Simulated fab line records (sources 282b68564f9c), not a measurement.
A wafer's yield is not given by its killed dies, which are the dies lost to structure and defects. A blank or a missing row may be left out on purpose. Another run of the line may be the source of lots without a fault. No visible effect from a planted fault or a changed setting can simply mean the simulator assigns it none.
Code-filled problem report in 8D (eight disciplines) form ; flow rit-cmos ; the parts of the form that need people (team, actions taken, sign-off) are left out

1. THE ISSUE
Mean of spin-speed-rpm at RIT_ACTIVE_COAT_06: 2865.2 rpm across 6 wafers in 2 lots; on wafers with no fault it is 3250.3 rpm (standard deviation 1.9). So: -99 or more standard deviations from the usual mean.
The step: resist thk 1000 nm.
The first sign was on wafer L379.1 at day 3 02:36, on litho-track-02. The record has a number at this step for 18 wafers belonging to 6 lots. By rule, "out" or "out of limits" means more than 4 standard deviations away from the usual mean. The other wafers with a number count as sound.

2. WHAT IT IS, WHAT IT ISN'T
question;is;is not
which readings at this step;spin-speed-rpm;-
which lots;L379, L382;L372, L375, L381, L386
which wafers of those lots;all that have a number;-
read on which tools;litho-track-02;litho-track-04
when;from day 3 02:36;"up to then (6 sound wafers); but 6 sound wafers of L381, L386 came after"

3. WHAT RULES OUT EACH SUSPECT
Counting: a tool stays on the suspect list if, at a process step up to the reading, it processed all lots that are out and no sound lot following the first of them.
- litho-track-02 at RIT_ACTIVE_COAT_06 (resist thk 1000 nm): kept. All lots that are out passed through it, beginning with L379 at day 3 02:36, and no sound lot followed; its final sound lot before that point was L372 at day 1 14:19. Its own spin-speed-rpm readings are out on those wafers.
Remaining after the count: litho-track-02 at RIT_ACTIVE_COAT_06.

4. THE CAUSE (what the simulator had put in)
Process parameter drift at RIT_ACTIVE_COAT_06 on litho-track-02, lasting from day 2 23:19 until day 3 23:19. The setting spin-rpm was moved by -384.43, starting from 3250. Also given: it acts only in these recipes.
This tool alone remained once counting was done.

5. THE CHAIN OF EFFECTS, in route order
Rows list readings where the struck wafers' mean (over those with a number) sits beyond 3 standard deviations from the usual. Readings are gone through only where the record gives a usual standard deviation; hours: the median, over the lots, of the time from a lot's start at the first step in this table giving one to that lot's start at this step; sigmas: the change measured in usual standard deviations.
hours;step;reading;usual;on struck wafers;change;sigmas
0;RIT_ACTIVE_COAT_06;spin-speed-rpm;3250.3 rpm;2865.2;-385.1;-99 or more
It contains these process steps:
- RIT_ACTIVE_COAT_06: resist thk 1000 nm.
Later steps that measure or inspect, where all struck wafers having a row at the step show a number for every such reading and not one has moved that far: RIT_ACTIVE_CD_MEAS_11.

6. HOW IT WOULD HAVE BEEN CAUGHT EARLIER
The fault began at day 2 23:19; the first out-of-limits reading in this record came at day 3 02:36, 3 hours later.
